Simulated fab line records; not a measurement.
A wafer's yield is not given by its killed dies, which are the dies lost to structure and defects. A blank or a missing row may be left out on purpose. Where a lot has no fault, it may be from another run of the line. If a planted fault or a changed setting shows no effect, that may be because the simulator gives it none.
2 desks, one fault + flow ritCmos + each desk has only its own numbers; what lay behind them comes last

== AT THE METROLOGY DESK ==
Lot by lot, what the gauges showed, no matter which tool ran the lot: averages of those sampled wafers that carry a number. Marked OUT: a lot whose mean sits more than 4 standard deviations from the usual mean, which makes it out of limits; the brackets give that distance.
Columns: A = PWELL_OVL at RIT_PWELL_OVL_MEAS_06, usual 0.3 nm; B = PSD_OVL at RIT_PSD_OVL_MEAS_06, usual -0.3 nm; C = CONTACT_TEOS_THK at RIT_CONTACT_THK_MEAS_01, usual 403 nm; D = cdNm at RIT_M1_CD_MEAS_90, usual 2600.7 nm
| lot  | first seen here | A    | B    | C   | D      |
|------|-----------------|------|------|-----|--------|
| L189 | day 2 00:12     | 1.1  | -2.1 | 397 | 2603.9 |
| L190 | day 2 03:02     | -1.1 | -1.2 | 398 | 2603.4 |
| L191 | day 2 08:24     | 0.5  | 0.2  | 403 | 2601.1 |
| L192 | day 2 14:02     | -0.4 | 0.1  | 404 | 2601.3 |
| L193 | day 2 18:36     | 1.9  | 0.9  | 401 | 2600.1 |
| L194 | day 3 01:11     | -1.0 | -0.1 | 406 | 2597.7 |
| L198 | day 3 19:43     | -0.2 | 0.5  | 404 | 2602.4 |
| L199 | day 4 00:40     | 1.1  | -1.0 | 404 | 2603.0 |
| L200 | day 4 04:44     | 1.1  | 1.3  | 408 | 2599.9 |
| L201 | day 4 11:03     | 0.3  | -0.7 | 406 | 2604.1 |
| L202 | day 4 15:40     | 0.1  | 2.2  | 401 | 2598.1 |
| L203 | day 5 00:18     | 1.7  | -0.6 | 403 | 2600.9 |
| L207 | day 5 21:15     | -2.2 | 0.3  | 398 | 2604.1 |
| L209 | day 6 02:31     | 0.4  | -2.3 | 410 | 2609.7 |
This desk's verdict: no lot among the 14 shows anything out of limits.

== DESK OF THE TOOL OWNER: rieMetal-02 ==
The tool's own readings at RIT_M1_METAL_ETCH_12 (etches Al in Cl2/BCl3, stops on SiO2, time 165 s, target depth 600 nm): means of the sampled wafers that have a number, for each lot that ran on this tool. Marked OUT: a lot whose mean sits more than 4 standard deviations from the usual mean, which makes it out of limits; the brackets give that distance.
Columns: A = drypumpMotorCurrentA at RIT_M1_METAL_ETCH_12, usual 5.86 A; B = oesProductAu at RIT_M1_METAL_ETCH_12, usual 0.786 a.u.; C = runLengthS at RIT_M1_METAL_ETCH_12, usual 193.3 s; D = throttleValvePct at RIT_M1_METAL_ETCH_12, usual 8.25 %
| lot  | first seen here | A    | B                | C               | D    |
|------|-----------------|------|------------------|-----------------|------|
| L190 | day 3 12:46     | 6.11 | 0.779            | 193.3           | 8.35 |
| L193 | day 4 04:06     | 6.08 | 0.773            | 193.3           | 8.33 |
| L199 | day 5 11:20     | 6.06 | 0.776            | 193.3           | 8.36 |
| L202 | day 6 02:05     | 5.78 | 0.781            | 193.5           | 8.24 |
| L207 | day 7 06:46     | 5.49 | 0.859 (+5.6) OUT | 179.8 (-38) OUT | 8.13 |
| L209 | day 7 11:02     | 5.81 | 0.925 (+11) OUT  | 165.9 (-76) OUT | 8.23 |
This desk finds L207, L209 out of limits, L207 being first, at day 7 06:46 (oesProductAu at RIT_M1_METAL_ETCH_12). In limits: L190, L193, L199, L202.

== BROUGHT TOGETHER ==
The tool owner's desk could have raised an alarm at day 7 06:46, on L207, L209.
From the metrology desk's view, nothing was out of limits.
The metrology desk has L207, L209 on record, within its limits.
Every lot named ran RIT_M1_METAL_ETCH_12 on rieMetal-02.

== WHAT HAD BEEN PUT IN BY THE SIMULATOR ==
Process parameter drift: rieMetal-02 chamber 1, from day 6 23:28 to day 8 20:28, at RIT_M1_METAL_ETCH_12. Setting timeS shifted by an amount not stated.
Struck lots among those shown: L207, L209.
Each desk's first reading out of limits, in hours after the fault started: the tool owner's desk, 7.
